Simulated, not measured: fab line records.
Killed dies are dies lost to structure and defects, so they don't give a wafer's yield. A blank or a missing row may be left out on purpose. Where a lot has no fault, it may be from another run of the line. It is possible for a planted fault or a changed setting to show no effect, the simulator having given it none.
The tool behind it: which one? :: flow berkeley cmos170 :: 13 lots with 39 wafers sampled at 3 steps, on a route of 331 steps

== WHAT EACH GAUGE READ, for each wafer ==
UCB170_M2_RS_MEAS_02: a four-point-probe measurement.
lot: L364
measured: day 9 09:56
on: film metro-03
M2_AL_RS (ohm/sq): 0.0319 0.0325 0.0325

lot: L363
measured: day 9 11:03
on: film metro-04
M2_AL_RS (ohm/sq): 0.0317 0.0321 0.0322

lot: L365
measured: day 9 12:22
on: film metro-04
M2_AL_RS (ohm/sq): 0.0322 0.0325 0.0322

lot: L366
measured: day 10 04:20
on: film metro-04
M2_AL_RS (ohm/sq): 0.0323 0.0323 0.0321

lot: L368
measured: day 10 20:55
on: film metro-02
M2_AL_RS (ohm/sq): 0.0322 0.0320 0.0324

lot: L370
measured: day 11 01:07
on: film metro-03
M2_AL_RS (ohm/sq): 0.0323 0.0326 0.0327

lot: L369
measured: day 11 04:49
on: film metro-03
M2_AL_RS (ohm/sq): 0.0323 0.0325 0.0325

lot: L373
measured: day 11 11:29
on: film metro-02
M2_AL_RS (ohm/sq): 0.0316 0.0312 0.0313

lot: L377
measured: day 12 00:46
on: film metro-02
M2_AL_RS (ohm/sq): 0.0322 0.0320 0.0320

lot: L376
measured: day 12 01:03
on: film metro-02
M2_AL_RS (ohm/sq): 0.0325 0.0321 0.0324

lot: L374
measured: day 12 01:19
on: film metro-02
M2_AL_RS (ohm/sq): 0.0319 0.0322 0.0321

lot: L378
measured: day 12 13:01
on: film metro-04
M2_AL_RS (ohm/sq): 0.0323 0.0322 0.0331

lot: L385
measured: day 14 02:11
on: film metro-02
M2_AL_RS (ohm/sq): 0.0243 0.0324 0.0325

UCB170_M2_THK_MEAS_03: measures by xrf.
lot: L364
measured: day 9 10:02
on: film metro-03
M2_AL_THK (nm): 901 879 886

lot: L363
measured: day 9 11:10
on: film metro-04
M2_AL_THK (nm): 894 874 882

lot: L365
measured: day 9 12:29
on: film metro-04
M2_AL_THK (nm): 885 875 881

lot: L366
measured: day 10 04:27
on: film metro-04
M2_AL_THK (nm): 879 876 880

lot: L368
measured: day 10 21:01
on: film metro-02
M2_AL_THK (nm): 889 894 878

lot: L370
measured: day 11 01:13
on: film metro-03
M2_AL_THK (nm): 896 880 887

lot: L369
measured: day 11 04:56
on: film metro-03
M2_AL_THK (nm): 899 889 893

lot: L373
measured: day 11 11:35
on: film metro-02
M2_AL_THK (nm): 913 923 921

lot: L377
measured: day 12 00:52
on: film metro-02
M2_AL_THK (nm): 884 895 892

lot: L376
measured: day 12 01:09
on: film metro-02
M2_AL_THK (nm): 878 892 883

lot: L374
measured: day 12 01:25
on: film metro-02
M2_AL_THK (nm): 900 893 895

lot: L378
measured: day 12 13:07
on: film metro-04
M2_AL_THK (nm): 878 881 850

lot: L385
measured: day 14 02:18
on: film metro-02
M2_AL_THK (nm): 1183 889 883

== WHICH TOOL RAN EACH LOT (tool, then ch and the chambers of the sampled wafers, then the start) ==
lot: L364
UCB170_M2_SPUTTER_01: pvd sputter-01, day 9 09:50

lot: L363
UCB170_M2_SPUTTER_01: pvd sputter-02, day 9 10:58

lot: L365
UCB170_M2_SPUTTER_01: pvd sputter-03, day 9 12:16

lot: L366
UCB170_M2_SPUTTER_01: pvd sputter-01, day 10 04:14

lot: L368
UCB170_M2_SPUTTER_01: pvd sputter-02, day 10 20:48

lot: L370
UCB170_M2_SPUTTER_01: pvd sputter-01, day 11 01:00

lot: L369
UCB170_M2_SPUTTER_01: pvd sputter-02, day 11 04:43

lot: L373
UCB170_M2_SPUTTER_01: pvd sputter-01, day 11 11:23

lot: L377
UCB170_M2_SPUTTER_01: pvd sputter-01, day 12 00:39

lot: L376
UCB170_M2_SPUTTER_01: pvd sputter-02, day 12 00:56

lot: L374
UCB170_M2_SPUTTER_01: pvd sputter-01, day 12 01:13

lot: L378
UCB170_M2_SPUTTER_01: pvd sputter-02, day 12 12:53

lot: L385
UCB170_M2_SPUTTER_01: pvd sputter-02, day 14 02:06
- UCB170_M2_SPUTTER_01: material Al, target thk 900 nm, time 120 s.

== AS READ BY THE TOOLS THEMSELVES (means over the sampled wafers that have a number; for cases with no such wafer, the mark the record gives instead) ==
UCB170_M2_SPUTTER_01.
lot: L364
tool: pvd sputter-01
throttle valve pct (%): 30.0

lot: L363
tool: pvd sputter-02
throttle valve pct (%): 30.8

lot: L365
tool: pvd sputter-03
throttle valve pct (%): 29.9

lot: L366
tool: pvd sputter-01
throttle valve pct (%): 30.6

lot: L368
tool: pvd sputter-02
throttle valve pct (%): 30.4

lot: L370
tool: pvd sputter-01
throttle valve pct (%): 30.6

lot: L369
tool: pvd sputter-02
throttle valve pct (%): 31.3

lot: L373
tool: pvd sputter-01
throttle valve pct (%): 30.5

lot: L377
tool: pvd sputter-01
throttle valve pct (%): 30.0

lot: L376
tool: pvd sputter-02
throttle valve pct (%): 30.2

lot: L374
tool: pvd sputter-01
throttle valve pct (%): 29.8

lot: L378
tool: pvd sputter-02
throttle valve pct (%): 31.7

lot: L385
tool: pvd sputter-02
throttle valve pct (%): 31.2

== THE ANSWER, worked out from the rows above alone ==
Rule: the lots themselves supply what counts as usual. The widest of any qualifying gaps counts: lots, ordered by their means at a reading, are off when they make up no more than a third of the lots, leave a main group of 4 or more, and stand apart from it by 3 or more times the standard deviation of that group's means. A main group is skipped when, at the precision printed for the reading in the tables above, its means are all equal. Also off: a lot with no number at a reading for which 4 or more lots have one. Where the step has rows for the other lots, those lots are counted as sound. Order of review: gauges by route order, followed by the tools' own readings, for which a lot's mean as printed above is used. The first step at which some lot is off is used, and at that step the reading that is off furthest; a lot without a number counts as furthest.
Off: at UCB170_M2_RS_MEAS_02 (M2_AL_RS), L385. The main group has a mean of 0.0322 ohm/sq with a standard deviation of 0.0003.
If a tool, at a process step before that reading, ran all the lots that are off and no sound lot after the first of them, it fits. Gauges at UCB170_M2_RS_MEAS_02: tried the same way as those tools. 2 tools fit, pvd sputter-02 at UCB170_M2_SPUTTER_01 and film metro-02 at UCB170_M2_RS_MEAS_02, so this cannot tell which one it is.

== WHAT THE SIMULATOR HAD INSERTED ==
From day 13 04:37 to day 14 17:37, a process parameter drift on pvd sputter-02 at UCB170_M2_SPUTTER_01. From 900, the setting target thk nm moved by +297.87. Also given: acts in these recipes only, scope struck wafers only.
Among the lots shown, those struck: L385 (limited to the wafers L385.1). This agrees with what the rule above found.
